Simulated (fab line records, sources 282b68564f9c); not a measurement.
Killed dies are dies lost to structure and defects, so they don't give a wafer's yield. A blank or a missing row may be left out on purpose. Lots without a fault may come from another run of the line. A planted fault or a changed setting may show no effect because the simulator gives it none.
fab line records | flow rit_cmos | part 2 of 2: steps 33 to 45 of 45
record lots=5 wafers=15 last_day=6
route steps=202 shown NSD@135 PSD@142 SDANNEAL@153 PLDD@159 NLDD@160 SILICIDE@161 CONTACT@168
lots that met no fault: from a run of the same line without faults
start_h: hours from the record's first day to the start of the lot's first wafer shown | wait_h: hours since the lot's step before | " the same as in the row above | L1.1+2: a row that stands for several wafers | - no value, or no start given | * or withheld: withheld | < > ~ a bound
route shown NAME@n: a module of which the file shows steps, and the number in the route of the first | usual: mean/standard deviation of fault-free wafers | same: alike in all rows | chamber/n: place in a boat | sites: the reading at each site | _std_site: their standard deviation | _edge_site: outer sites' mean less inner sites' | radius_mm: how far each site lies from the wafer's centre | mask NAME#n: copy n | behind: the tool/chamber that last shaped the wafer | hold: why the lot was held/for how many hours/how that ended | device: the transistor (n, p or np) that didn't switch | end of line: the same wafers' tests at the end of the route | a step without rows: its recipe alone | killed: dies lost to structure and defects at the first sort, not the wafer's yield | map: a wafer's dies, x killed, . not, _ none there
set.NAME: the setting as run; set.NAME@STEP: as run at that earlier step | model.NAME: the simulator's own value behind a step, which no gauge read
lots at some steps of the route; a table a step, a row a wafer
services: from which hour (start_h, from the record's first day; less than 0 if before it) a tool's chamber was out of use, for how many hours, and why
## steps
# step RIT_SILICIDE_RTA_06
# recipe temp_c=750 time_s=10 idle_temp_c=25 ramp_up_s=5 ramp_down_s=10 cool_to_c=25 ambient=N2
# usual wafer_temp_C_max=753.0/0.82
# columns lot.wafer tool chamber start_h wait_h wafer_temp_C_max
L077.1 rtp_anneal-01 0 70.67 0.0 751.7
L077.4 " 0 " " 752.2
L077.6 " 0 " " 752.5
L078.1 rtp_anneal-02 0 72.37 0.0 753.4
L078.4 " 0 " " 754.0
L078.5 " 0 " " 753.1
L082.2 rtp_anneal-02 0 94.64 0.0 753.4
L082.3 " 0 " " 752.7
L082.5 " 0 " " 753.4
L090.3 rtp_anneal-02 0 130.63 0.0 753.5
L090.4 " 0 " " 753.2
L090.6 " 0 " " 753.1
L093.2 rtp_anneal-01 0 146.22 0.0 751.4
L093.4 " 0 " " 751.8
L093.5 " 0 " " 752.3
# step RIT_CONTACT_CVD_00
# recipe material=SiO2 target_thk_nm=400 precursor=TEOS temp_c=390 time_s=63.96 rf_w=400
# usual heater_power_w=313/77
# columns lot.wafer tool chamber start_h wait_h heater_power_w
L077.1 pecvd-03 2 70.73 0.1 346
L077.4 " 1 " " 301
L077.6 " 0 " " 229
L078.1 pecvd-01 1 72.44 0.1 253
L078.4 " 0 " " 463
L078.5 " 2 " " 325
L082.2 pecvd-03 1 94.70 0.0 318
L082.3 " 2 " " 308
L082.5 " 0 " " 222
L090.3 pecvd-01 2 130.68 0.0 333
L090.4 " 2 " " 340
L090.6 " 1 " " 279
L093.2 pecvd-01 2 146.27 0.0 348
L093.4 " 2 " " 246
L093.5 " 1 " " 251
# step RIT_CONTACT_THK_MEAS_01
# recipe reads=SiO2_of_CONTACT_CVD_00
# usual CONTACT_TEOS_THK=418/6.7
# columns lot.wafer tool chamber start_h wait_h CONTACT_TEOS_THK[nm]
L077.1 film_metro-01 - 70.78 0.0 410
L077.4 " - " " 410
L077.6 " - " " 417
L078.1 film_metro-04 - 72.49 0.0 422
L078.4 " - " " 423
L078.5 " - " " 418
L082.2 film_metro-02 - 94.76 0.0 409
L082.3 " - " " 411
L082.5 " - " " 427
L090.3 film_metro-04 - 130.75 0.0 417
L090.4 " - " " 425
L090.6 " - " " 423
L093.2 film_metro-04 - 146.34 0.0 421
L093.4 " - " " 426
L093.5 " - " " 430
# step RIT_CONTACT_HMDS_02
# recipe prime_time_s=60 prime_temp_c=140
# columns lot.wafer tool chamber start_h wait_h
L077.1+4+6 litho_track-03 0 70.84 0.1
L078.1+4+5 litho_track-01 0 72.61 0.1
L082.2+3+5 litho_track-03 0 94.83 0.1
L090.3+4+6 litho_track-03 0 130.84 0.1
L093.2+4+5 litho_track-03 0 146.41 0.1
# step RIT_CONTACT_COAT_03
# recipe resist=NOVOLAK spin_rpm=3250 resist_thk_nm=1000
# usual spin_speed_rpm=3250.2/2.3
# columns lot.wafer tool chamber start_h wait_h spin_speed_rpm
L077.1 litho_track-03 0 70.99 0.1 3251.4
L077.4 " 0 " " 3252.0
L077.6 " 0 " " 3250.8
L078.1 litho_track-01 0 72.76 0.1 3248.9
L078.4 " 0 " " 3252.4
L078.5 " 0 " " 3249.8
L082.2 litho_track-03 0 94.98 0.1 3249.4
L082.3 " 0 " " 3251.0
L082.5 " 0 " " 3248.7
L090.3 litho_track-03 0 130.99 0.1 3248.6
L090.4 " 0 " " 3251.4
L090.6 " 0 " " 3247.6
L093.2 litho_track-03 0 146.56 0.1 3252.7
L093.4 " 0 " " 3251.0
L093.5 " 0 " " 3252.3
# step RIT_CONTACT_SOFTBAKE_04
# recipe resist=NOVOLAK temp_c=90 time_s=60
# columns lot.wafer tool chamber start_h wait_h
L077.1+4+6 litho_track-03 0 71.14 0.1
L078.1+4+5 litho_track-01 0 72.91 0.1
L082.2+3+5 litho_track-03 0 95.13 0.1
L090.3+4+6 litho_track-03 0 131.14 0.1
L093.2+4+5 litho_track-03 0 146.71 0.1
# step RIT_CONTACT_EXPOSE_05
# recipe mask_id=M11 na=0.6 source_shape=conventional sigma_outer=0.5 target_cd_nm=1000 dose_mj=250
# columns lot.wafer tool chamber start_h wait_h mask
L077.1+4+6 iline_stepper-01 0 71.42 0.2 M11#0
L078.1+4+5 iline_stepper-02 0 73.06 0.1 M11#0
L082.2+3+5 iline_stepper-02 0 95.40 0.2 M11#0
L090.3+4+6 iline_stepper-01 0 131.40 0.2 M11#0
L093.2+4+5 iline_stepper-02 0 146.85 0.1 M11#0
# step RIT_CONTACT_PEB_06
# recipe resist=NOVOLAK temp_c=withheld time_s=withheld
# columns lot.wafer tool chamber start_h wait_h
L077.1+4+6 litho_track-03 0 71.53 0.1
L078.1+4+5 litho_track-01 0 73.18 0.1
L082.2+3+5 litho_track-03 0 95.52 0.1
L090.3+4+6 litho_track-04 0 131.53 0.1
L093.2+4+5 litho_track-04 0 146.98 0.1
# step RIT_CONTACT_DEVELOP_07
# recipe resist=NOVOLAK develop_time_s=120 dev_temp_c=23
# columns lot.wafer tool chamber start_h wait_h
L077.1+4+6 litho_track-03 0 - -
L078.1+4+5 litho_track-01 0 - -
L082.2+3+5 litho_track-03 0 - -
L090.3+4+6 litho_track-04 0 - -
L093.2+4+5 litho_track-04 0 - -
# step RIT_CONTACT_CD_MEAS_08
# recipe target_cd_nm=1000
# usual cd_nm=1000.1/2.3
# columns lot.wafer tool chamber start_h wait_h cd_nm
L077.1 cd_sem-02 - 71.93 - 1000.0
L077.4 " - " " 1002.9
L077.6 " - " " 999.8
L078.1 cd_sem-02 - 73.58 - 1000.5
L078.4 " - " " 1002.1
L078.5 " - " " 1000.1
L082.2 cd_sem-02 - 95.92 - 998.7
L082.3 " - " " 998.4
L082.5 " - " " 998.8
L090.3 cd_sem-02 - 131.92 - 1000.6
L090.4 " - " " 997.8
L090.6 " - " " 998.0
L093.2 cd_sem-02 - 147.37 - 994.3
L093.4 " - " " 995.3
L093.5 " - " " 993.8
# step RIT_CONTACT_OVL_MEAS_09
# usual CONTACT_OVL=-0.7/1.4
# columns lot.wafer tool chamber start_h wait_h CONTACT_OVL[nm]
L077.1 overlay-01 - 72.05 0.1 1.1
L077.4 " - " " -2.1
L077.6 " - " " 0.5
L078.1 overlay-02 - 73.70 0.1 -2.3
L078.4 " - " " -1.1
L078.5 " - " " -0.3
L082.2 overlay-02 - 96.03 0.1 -0.5
L082.3 " - " " 0.9
L082.5 " - " " -1.5
L090.3 overlay-02 - 132.01 0.1 1.1
L090.4 " - " " 0.7
L090.6 " - " " -0.9
L093.2 overlay-01 - 147.48 0.1 -1.2
L093.4 " - " " -1.2
L093.5 " - " " -2.2
# step RIT_CONTACT_HARDBAKE_10
# recipe resist=NOVOLAK temp_c=140 time_s=60
# columns lot.wafer tool chamber start_h wait_h
L077.1+4+6 litho_track-03 0 72.09 0.0
L078.1+4+5 litho_track-01 0 73.73 0.0
L082.2+3+5 litho_track-04 0 96.08 0.0
L090.3+4+6 litho_track-03 0 132.08 0.1
L093.2+4+5 litho_track-03 0 147.53 0.0
# step RIT_CONTACT_ETCH_11
# recipe target_depth_a=4800 over_etch_frac=0.2 stop_on=TiSi2 chemistry=CHF3/CF4/Ar target=SiO2 CHF3_flow_sccm=50 cf4_flow_sccm=10 Ar_flow_sccm=100 O2_flow_sccm=5 pressure_mtorr=100 rf_w=202.7 time_s=320
# usual drypump_motor_current_A=5.7/0.4 oes_product_au=0.989/0.015 throttle_valve_pct=8.89/0.12
# columns lot.wafer tool chamber start_h wait_h drypump_motor_current_A oes_product_au rf_hours_counter_h throttle_valve_pct
L077.1 rie_diel-04 2 72.24 0.1 5.1 0.988 134 8.77
L077.4 " 1 " " 5.6 0.983 159 8.82
L077.6 " 2 " " 5.1 0.982 - 8.78
L078.1 rie_diel-02 1 73.88 0.1 5.3 0.960 95 8.85
L078.4 " 3 " " 5.0 1.006 13 9.10
L078.5 " 1 " " 5.3 0.967 - 8.85
L082.2 rie_diel-01 3 96.21 0.1 5.7 0.983 118 8.85
L082.3 " 0 " " 5.5 0.982 8 9.10
L082.5 " 0 " " 5.5 0.979 - 9.10
L090.3 rie_diel-01 1 132.18 0.1 5.8 0.961 124 8.67
L090.4 " 3 " " 5.7 0.989 119 8.86
L090.6 " 2 " " 6.4 0.999 - 8.75
L093.2 rie_diel-04 0 147.66 0.1 5.9 0.993 2 8.99
L093.4 " 2 " " 5.1 0.990 - 8.77
L093.5 " 3 " " 6.1 1.016 - 8.86
## services
# columns tool chamber start_h hours kind
implanter-04 - 48.11 2.4 repair
wet_bench-02 - 48.57 4.4 pm
rie_diel-02 2 54.87 9.7 repair
pvd_sputter-02 - 55.85 1.5 repair
rie_diel-02 1 56.41 3.8 repair
wet_bench-02 - 56.50 6.5 repair
rie_diel-04 - 57.63 14.6 pm
implanter-02 - 67.11 4.9 repair
rie_diel-04 2 74.62 21.4 repair
rtp_anneal-01 - 76.97 56.8 pm
pecvd-01 1 87.87 16.6 repair
implanter-03 - 90.17 6.3 repair
rie_diel-04 2 100.12 16.7 repair
iline_stepper-01 - 102.86 6.4 repair
pvd_sputter-01 - 104.00 3.0 repair
plasma_asher-04 - 108.75 9.0 pm
pvd_sputter-01 - 114.94 0.8 repair
pecvd-01 1 123.04 6.6 repair
pecvd-03 1 128.76 14.4 repair
pecvd-03 0 133.02 20.5 repair
rtp_anneal-02 - 133.77 3.7 pm
pvd_sputter-01 - 136.50 3.9 repair
iline_stepper-01 - 143.84 4.4 pm
rie_diel-04 1 144.01 10.2 repair
